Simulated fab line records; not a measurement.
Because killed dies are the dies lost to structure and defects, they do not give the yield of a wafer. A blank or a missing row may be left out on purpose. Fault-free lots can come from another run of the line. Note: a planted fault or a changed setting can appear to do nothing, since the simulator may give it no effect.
Split-lot study + flow rit cmos + route with 202 steps; 5 lots, 23 wafers read

THE SPLIT
At RIT_ACTIVE_COAT_06 (resist thk 1000 nm), the setting spin rpm was moved away from the recipe's 3250 rpm on 6 of the 23 wafers read, by -5.5% to -2.9%. This setting was run at the recipe's value on the other wafers.

FROM THE SPLIT TO THE READING: what the file shows between them, 3 steps
- RIT_ACTIVE_SOFTBAKE_07: time 60 s
- RIT_ACTIVE_EXPOSE_08: exposes mask M1, target cd 1400 nm
- RIT_ACTIVE_DEVELOP_10: develop time 50 s

THE READING
NOVOLAK_of_ACTIVE_COAT_06.thk nm (the simulator's own value, which no gauge read), in nm, at RIT_ACTIVE_HARDBAKE_12 (time 60 s). There is no usual value for it anywhere in the file. Here, 17 wafers ran the recipe; their average is 882.8 nm with a standard deviation of 1.8 nm.

| wafer  | tool, chamber at the split | spin rpm as run, rpm | against the recipe | NOVOLAK_of_ACTIVE_COAT_06.thk nm, nm | against lot-mates on the recipe |
|--------|----------------------------|----------------------|--------------------|--------------------------------------|---------------------------------|
| L075.1 | litho track-04, 0          | 3156                 | -2.9%              | 894.4                                | +11.1                           |
| L075.2 | litho track-04, 0          | 3156                 | -2.9%              | 895.4                                | +12.1                           |
| L075.4 | litho track-04, 0          | 3250                 | recipe             | 885.7                                | -                               |
| L075.5 | litho track-04, 0          | 3250                 | recipe             | 880.8                                | -                               |
| L075.6 | litho track-04, 0          | 3156                 | -2.9%              | 898.1                                | +14.9                           |
| L076.1 | litho track-02, 0          | 3250                 | recipe             | 882.1                                | -                               |
| L076.6 | litho track-02, 0          | 3250                 | recipe             | 882.1                                | -                               |
| L076.3 | litho track-02, 0          | 3250                 | recipe             | 885.4                                | -                               |
| L076.4 | litho track-02, 0          | 3250                 | recipe             | 884                                  | -                               |
| L076.5 | litho track-02, 0          | 3250                 | recipe             | 884.5                                | -                               |
| L078.2 | litho track-02, 0          | 3250                 | recipe             | 880                                  | -                               |
| L078.3 | litho track-02, 0          | 3250                 | recipe             | 881.2                                | -                               |
| L078.4 | litho track-02, 0          | 3250                 | recipe             | 881.7                                | -                               |
| L078.5 | litho track-02, 0          | 3250                 | recipe             | 883.1                                | -                               |
| L078.6 | litho track-02, 0          | 3250                 | recipe             | 879.9                                | -                               |
| L082.1 | litho track-01, 0          | 3250                 | recipe             | 881.5                                | -                               |
| L082.2 | litho track-01, 0          | 3250                 | recipe             | 885.1                                | -                               |
| L082.6 | litho track-01, 0          | 3250                 | recipe             | 884.5                                | -                               |
| L083.1 | litho track-02, 0          | 3070                 | -5.5%              | 908.9                                | +25.8                           |
| L083.2 | litho track-02, 0          | 3070                 | -5.5%              | 908                                  | +24.9                           |
| L083.3 | litho track-02, 0          | 3250                 | recipe             | 883.3                                | -                               |
| L083.5 | litho track-02, 0          | 3070                 | -5.5%              | 907.2                                | +24.1                           |
| L083.6 | litho track-02, 0          | 3250                 | recipe             | 883                                  | -                               |

THE FIT
A straight line over all 23 wafers: NOVOLAK_of_ACTIVE_COAT_06.thk nm changes by -4.55 nm for each +1% of spin rpm; r = -0.98; the points scatter about the line by 1.7 nm.
The same after taking each lot's own level away (the mean of its wafers on the recipe; 23 wafers): -4.48 nm for each +1%; r = -0.99; scatter 1.4 nm.
That fit puts the effect of the largest move of spin rpm on the reading at 25 nm.
The span of the lots' own levels, 881.18 to 883.70 nm, comes to 1.4 times the standard deviation stated above.
So the lot-to-lot level changes the slope little: the two slopes agree.
Check: with one of the wafers moved furthest among these (-5.5%) left out of the fit, the line predicts +24.4 nm for it against its lot-mates. It came out at +25.8 nm against them.

THE OTHER SPLITS THESE WAFERS WENT THROUGH
These wafers also went through other splits before the reading. Each is held against what the fit with the lots' levels taken away leaves over:
| other split on the same wafers   | wafers away from the commonest value | r with NOVOLAK_of_ACTIVE_COAT_06.thk nm (lot level and that fit taken away) |
|----------------------------------|--------------------------------------|-----------------------------------------------------------------------------|
| RIT_ACTIVE_CVD_03 pressure mtorr | 15                                   | -0.01                                                                       |

THE WHOLE CHAIN: every reading that the file lists as answering this split, in the file's order
| step                   | what it does       | reading                                                                           | change (the file's fit)              | r (the file's) |
|------------------------|--------------------|-----------------------------------------------------------------------------------|--------------------------------------|----------------|
| RIT_ACTIVE_COAT_06     | resist thk 1000 nm | NOVOLAK_of_ACTIVE_COAT_06.thk nm (the simulator's own value, which no gauge read) | -5.11 nm for each +1% of the setting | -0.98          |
| RIT_ACTIVE_HARDBAKE_12 | time 60 s          | NOVOLAK_of_ACTIVE_COAT_06.thk nm (the simulator's own value, which no gauge read) | -4.47 nm for each +1% of the setting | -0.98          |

THE FILE'S OWN FIT
NOVOLAK_of_ACTIVE_COAT_06.thk nm changes by -4.47 nm for each +1% of spin rpm, r = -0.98.
